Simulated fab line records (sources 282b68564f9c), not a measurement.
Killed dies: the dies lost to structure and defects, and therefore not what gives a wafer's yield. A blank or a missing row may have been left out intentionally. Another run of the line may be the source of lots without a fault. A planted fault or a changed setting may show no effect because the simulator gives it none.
8D (eight disciplines) problem report, filled in by code -- flow rit-cmos -- the parts of the form that need people (team, actions taken, sign-off) are left out

== 1. THE ISSUE ==
GATE_OXIDE_THK at RIT_GATE_THK_MEAS_07 reads a mean of 3.57 nm on 6 wafers of 2 lots; wafers without a fault read 3.05 nm with a standard deviation of 0.067. Relative to the usual mean, that is a shift of +7.8 standard deviations.
The first sign was on wafer L417.1 at day 4 17:10, on film-metro-04. The record holds 42 wafers of 14 lots with a number at this step. By rule, "out" or "out of limits" means more than 4 standard deviations away from the usual mean. All remaining wafers that have a number are taken as sound.

== 2. WHAT IT IS; WHAT IT IS NOT ==
question,is,is not
which readings at this step,GATE_OXIDE_THK,-
which lots,"L417, L418","L408, L409, L410, L411, L412, L413, L414, L415, L416, L422, L426, L431"
which wafers of those lots,all that have a number,-
read on which gauges,"film-metro-01, film-metro-04",film-metro-03
when,from day 4 17:10,"up to then (27 sound wafers); but 9 sound wafers of L422, L426, L431 came after"

== 3. THE SUSPECTS, EACH WITH WHAT RULES IT OUT ==
Counting: a tool at any process step up to the reading remains a suspect when it ran all the lots that are out and ran no sound lot after the first of those.
- ruled out: the gauge at RIT_GATE_THK_MEAS_07. The wafers that are out were read on 2 gauges (film-metro-01, film-metro-04).
- furnace-03 at RIT_GATE_OXIDATION_05 (target thk 3 nm, ox time 270 s): kept. It ran every lot that is out, first L417 (day 4 10:51), and no sound lot after that; its last sound lot up to then is L416 (day 4 02:02). On those wafers its own readings are out: spike-tc-centre-C, spike-tc-load-C, spike-tc-source-C, tube-center-temp-C, tube_center_temp_C_max.
Left after counting: furnace-03 at RIT_GATE_OXIDATION_05.

== 4. THE CAUSE (what the simulator had put in) ==
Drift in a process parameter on furnace-03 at RIT_GATE_OXIDATION_05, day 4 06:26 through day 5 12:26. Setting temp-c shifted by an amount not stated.
After counting, this tool was the only one left.

== 5. SEQUENCE OF EFFECTS, ordered by route ==
Each row: a reading where the mean over the struck wafers with a number is more than 3 standard deviations away from the usual. Only readings for which the record gives a usual standard deviation are gone through. hours: the time from each lot's start at the first step in this table that gives one to its start at this step, as a median over the lots. sigmas: the change in usual standard deviations.
hours,step,reading,usual,on struck wafers,change,sigmas
0,RIT_GATE_OXIDATION_05,spike-tc-centre-C,902.6 C,918.4,+15.8,+12
0,RIT_GATE_OXIDATION_05,spike-tc-load-C,927.0 C,942.8,+15.8,+12
0,RIT_GATE_OXIDATION_05,spike-tc-source-C,922.8 C,938.2,+15.4,+13
0,RIT_GATE_OXIDATION_05,tube-center-temp-C,900 C,915,+15,+99 or more
0,RIT_GATE_OXIDATION_05,tube_center_temp_C_max,902.2,917.1,+14.9,+43
5,RIT_GATE_THK_MEAS_07,GATE_OXIDE_THK,3.05 nm,3.57,+0.52,+7.8
The process steps in it:
- RIT_GATE_OXIDATION_05: target thk 3 nm, ox time 270 s.

== 6. HOW IT WOULD HAVE BEEN CAUGHT EARLIER ==
The first out-of-limits reading at a measuring or inspecting step in this record came at day 4 17:10, 11 hours after the fault's start at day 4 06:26.
Tool's own readings at RIT_GATE_OXIDATION_05, spike-tc-centre-C, spike-tc-load-C, spike-tc-source-C, tube-center-temp-C, tube_center_temp_C_max: out on all struck wafers the step has rows for; an alarm limit on them would have tripped on the first.
L418, from the lots that are out (2), started RIT_GATE_OXIDATION_05 on furnace-03 later than day 4 17:10. It would have been spared by a hold on the tool at that moment.
